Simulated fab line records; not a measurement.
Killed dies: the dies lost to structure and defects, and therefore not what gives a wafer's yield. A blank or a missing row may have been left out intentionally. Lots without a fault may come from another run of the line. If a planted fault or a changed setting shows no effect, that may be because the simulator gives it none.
Chamber matching / flow rit cmos / 4 sister chambers for RIT_GATE_ETCH_19 on rie si-02
The step etches poly-Si in SF6/CHF3/O2, stops on SiO2, time 165 s, target depth 312.5 nm. 4 wafers are shown with their chamber, then 7 later ones without.

== WAFERS, EACH WITH ITS CHAMBER ==
wafer=L227.6; chamber=0; throttle valve pct (%)=10.09
wafer=L229.6; chamber=1; throttle valve pct (%)=10.10
wafer=L231.2; chamber=3; throttle valve pct (%)=10.17
wafer=L231.3; chamber=2; throttle valve pct (%)=10.02

== WAFERS WITHOUT THEIR CHAMBER ==
wafer=L231.6; throttle valve pct (%)=10.08
wafer=L233.1; throttle valve pct (%)=10.04
wafer=L233.4; throttle valve pct (%)=10.16
wafer=L233.5; throttle valve pct (%)=10.11
wafer=L245.3; throttle valve pct (%)=10.09
wafer=L245.5; throttle valve pct (%)=10.10
wafer=L245.6; throttle valve pct (%)=10.08

== WHICH CHAMBER EACH WENT THROUGH ==
wafer=L231.6; from the rows above=can't be placed: 0 or 1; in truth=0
wafer=L233.1; from the rows above=2; in truth=2
wafer=L233.4; from the rows above=3; in truth=3
wafer=L233.5; from the rows above=can't be placed: 1 or 0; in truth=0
wafer=L245.3; from the rows above=can't be placed: 0 or 1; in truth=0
wafer=L245.5; from the rows above=can't be placed: 1 or 0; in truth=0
wafer=L245.6; from the rows above=can't be placed: 0 or 1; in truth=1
Correctly placed: 2 of 7. Not placeable from these rows: 5 (in 5, the candidates include the true chamber). 0 placed wrongly.
How it was worked out, from the rows above alone: a wafer's distance from a chamber is the root of the sum, over the readings, of the square of ((its reading less the chamber's mean) divided by the reading's scatter). If the next closest chamber is less than 2 further off than the closest, the wafer can't be placed; otherwise it belongs to the closest. The mean given for a chamber averages the wafers shown for that chamber. The scatter: root of mean squared gap, hidden wafer to nearest shown wafer, with one shown wafer a chamber.
